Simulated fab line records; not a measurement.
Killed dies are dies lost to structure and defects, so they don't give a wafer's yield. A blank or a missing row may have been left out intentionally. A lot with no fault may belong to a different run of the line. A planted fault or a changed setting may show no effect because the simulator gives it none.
Which tool was responsible? || flow rit_cmos || at 1 step of a route of 202, 14 lots with 42 wafers sampled

WHAT THE GAUGES READ, wafer by wafer
No reading from a measuring or inspecting step in the record can be judged against a usual standard deviation.

WHAT TOOL EACH LOT RAN ON (gives the tool, then ch and the chambers of the sampled wafers, and finally the start)
{"lot": "L881", "RIT_NRETRO_IMPLANT_08": "implanter-02 ch 0, day 2 06:28"}
{"lot": "L882", "RIT_NRETRO_IMPLANT_08": "implanter-02 ch 0, day 2 10:02"}
{"lot": "L883", "RIT_NRETRO_IMPLANT_08": "implanter-02 ch 0, day 2 15:45"}
{"lot": "L884", "RIT_NRETRO_IMPLANT_08": "implanter-01 ch 0, day 2 21:17"}
{"lot": "L885", "RIT_NRETRO_IMPLANT_08": "implanter-01 ch 0, day 3 03:30"}
{"lot": "L886", "RIT_NRETRO_IMPLANT_08": "implanter-01 ch 0, day 3 08:25"}
{"lot": "L888", "RIT_NRETRO_IMPLANT_08": "implanter-01 ch 0, day 3 17:17"}
{"lot": "L889", "RIT_NRETRO_IMPLANT_08": "implanter-01 ch 0, day 4 03:30"}
{"lot": "L891", "RIT_NRETRO_IMPLANT_08": "implanter-01 ch 0, day 4 08:17"}
{"lot": "L893", "RIT_NRETRO_IMPLANT_08": "implanter-01 ch 0, day 4 18:25"}
{"lot": "L894", "RIT_NRETRO_IMPLANT_08": "implanter-02 ch 0, day 4 22:20"}
{"lot": "L900", "RIT_NRETRO_IMPLANT_08": "implanter-02 ch 0, day 6 05:58"}
{"lot": "L902", "RIT_NRETRO_IMPLANT_08": "implanter-03 ch 0, day 6 14:36"}
{"lot": "L903", "RIT_NRETRO_IMPLANT_08": "implanter-02 ch 0, day 6 20:17"}
- RIT_NRETRO_IMPLANT_08

WHAT THE TOOLS THEMSELVES READ (means of the sampled wafers that have a number; where no wafer has one, the mark that the record gives instead)
RIT_NRETRO_IMPLANT_08.
{"lot": "L881", "tool": "implanter-02", "dose_ions_cm2": 1.000e+13, "faraday_current_uA": 31.7}
{"lot": "L882", "tool": "implanter-02", "dose_ions_cm2": 1.000e+13, "faraday_current_uA": 31.5}
{"lot": "L883", "tool": "implanter-02", "dose_ions_cm2": 9.995e+12, "faraday_current_uA": 32.3}
{"lot": "L884", "tool": "implanter-01", "dose_ions_cm2": 9.998e+12, "faraday_current_uA": 31.2}
{"lot": "L885", "tool": "implanter-01", "dose_ions_cm2": 1.000e+13, "faraday_current_uA": 32.1}
{"lot": "L886", "tool": "implanter-01", "dose_ions_cm2": 9.989e+12, "faraday_current_uA": 31.1}
{"lot": "L888", "tool": "implanter-01", "dose_ions_cm2": 1.000e+13, "faraday_current_uA": 31.9}
{"lot": "L889", "tool": "implanter-01", "dose_ions_cm2": 1.000e+13, "faraday_current_uA": 31.7}
{"lot": "L891", "tool": "implanter-01", "dose_ions_cm2": 9.478e+12, "faraday_current_uA": 29.7}
{"lot": "L893", "tool": "implanter-01", "dose_ions_cm2": 9.469e+12, "faraday_current_uA": 29.7}
{"lot": "L894", "tool": "implanter-02", "dose_ions_cm2": 1.001e+13, "faraday_current_uA": 31.7}
{"lot": "L900", "tool": "implanter-02", "dose_ions_cm2": 1.000e+13, "faraday_current_uA": 31.2}
{"lot": "L902", "tool": "implanter-03", "dose_ions_cm2": 1.001e+13, "faraday_current_uA": 31.7}
{"lot": "L903", "tool": "implanter-02", "dose_ions_cm2": 1.000e+13, "faraday_current_uA": 32.0}

THE ANSWER, worked out from the rows above alone
Rule: the lots themselves supply what counts as usual. The widest of any qualifying gaps counts: lots, ordered by their means at a reading, are off when they make up no more than a third of the lots, leave a main group of 4 or more, and stand apart from it by 3 or more times the standard deviation of that group's means. A main group is skipped when, at the precision printed for the reading in the tables above, its means are all equal. Also off: a lot with no number at a reading for which 4 or more lots have one. Where the step has rows for the other lots, those lots are counted as sound. The gauges are gone through in route order, then the tools' own readings, and for those a lot's mean is taken as printed above. The first step at which some lot is off is used, and at that step the reading that is off furthest; a lot without a number counts as furthest.
Off: L891, L893, at RIT_NRETRO_IMPLANT_08 (dose_ions_cm2). The main group: mean 1.000e+13, standard deviation 5.4e+09.
If a tool, at that step or one of the process steps before it, ran each lot that is off and ran no sound lot following the first of them, it fits. One candidate fits, namely implanter-01 at RIT_NRETRO_IMPLANT_08. A fault onset in the window from L889 (day 4 03:30, its last sound lot) to L891 (day 4 08:17, its first lot off) fits.
The tool's own readings at RIT_NRETRO_IMPLANT_08 bear it out: on the lots that are off they differ by more than 5 times the standard deviation of the sound lots' means. dose_ions_cm2 reads 9.474e+12 there against 1.000e+13 on the sound lots; faraday_current_uA reads 29.7 there against 31.7 on the sound lots.

WHAT THE SIMULATOR HAD INSERTED
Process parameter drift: implanter-01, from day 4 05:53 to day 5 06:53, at RIT_NRETRO_IMPLANT_08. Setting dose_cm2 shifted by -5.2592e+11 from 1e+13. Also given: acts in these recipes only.
Struck lots among those shown: L891, L893. The rule above reached the same finding.
